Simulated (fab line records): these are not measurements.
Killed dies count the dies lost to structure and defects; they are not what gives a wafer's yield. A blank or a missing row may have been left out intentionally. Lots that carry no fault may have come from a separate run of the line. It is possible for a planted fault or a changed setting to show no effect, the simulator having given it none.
One fault through the eyes of 2 desks    flow berkeley_cmos170    what lay behind the numbers comes last; until then each desk has only its own

TOOL OWNER'S DESK, plasma_asher-04
The tool's own readings at UCB170_V1_STRIP_15 (strips in O2): means of the sampled wafers that have a number, for each lot that ran on this tool. The brackets show how far a lot's mean lies from the usual mean; more than 4 standard deviations puts the lot out of limits, marked OUT.
Columns: A = chamber_pressure_mTorr at UCB170_V1_STRIP_15, usual 3500 mTorr; B = drypump_motor_current_A at UCB170_V1_STRIP_15, usual 5.6 A; C = oes_product_au at UCB170_V1_STRIP_15, usual 0.722 a.u.; D = strip_time_to_endpoint_s at UCB170_V1_STRIP_15, usual 15.37 s
lot   first seen here  A                       B    C      D
L467  day 7 09:01      3501                    5.4  0.724  15.47
L470  day 8 10:29      3501                    5.4  0.725  15.42
L472  day 8 22:16      3499                    5.4  0.714  15.41
L474  day 8 23:03      3500                    5.4  0.721  15.32
L481  day 11 05:48     3965 (+99 or more) OUT  5.5  0.725  15.32
L483  day 11 06:05     3735 (+73) OUT          5.4  0.723  15.34
This desk finds L481, L483 out of limits, L481 being first, at day 11 05:48 (chamber_pressure_mTorr at UCB170_V1_STRIP_15). L467, L470, L472, L474: within limits.

FROM THE METROLOGY DESK
What the gauges read, lot by lot, whatever tool the lot ran on: means of the sampled wafers that have a number. The brackets show how far a lot's mean lies from the usual mean; more than 4 standard deviations puts the lot out of limits, marked OUT.
Columns: A = cd_nm at UCB170_CONTACT_CD_MEAS_90, usual 700.1 nm; B = M1_OVL at UCB170_M1_OVL_MEAS_10, usual -1 nm
lot   first seen here  A      B
L467  day 7 00:22      700.4  1
L468  day 7 16:49      702.0  -1
L470  day 8 00:32      700.3  5
L471  day 8 02:20      700.6  -9
L472  day 8 14:13      700.9  2
L474  day 8 16:29      699.8  -2
L478  day 9 13:41      698.7  1
L486  day 10 18:34     698.6  -8
L483  day 10 18:37     701.5  -1
L481  day 10 18:50     699.1  -2
L484  day 10 19:10     701.1  -1
L485  day 10 19:35     699.5  -9
L488  day 11 07:32     700.2  -2
L489  day 11 12:19     699.5  -12
This desk found nothing out of limits on any of the 14 lots.

ALL TOGETHER
The tool owner's desk could have raised an alarm at day 11 05:48, on L481, L483.
From the metrology desk's view, nothing was out of limits.
The metrology desk has L481, L483 on record, within its limits.
On plasma_asher-04, each named lot ran UCB170_V1_STRIP_15.

WHAT WAS PUT IN BY THE SIMULATOR
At UCB170_V1_STRIP_15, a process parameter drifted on plasma_asher-04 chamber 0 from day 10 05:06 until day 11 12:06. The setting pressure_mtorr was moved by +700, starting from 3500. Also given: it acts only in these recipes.
Shown lots that were struck: L481, L483.
How many hours passed from the start of the fault until each desk's first out-of-limits reading: the tool owner's desk, 25.
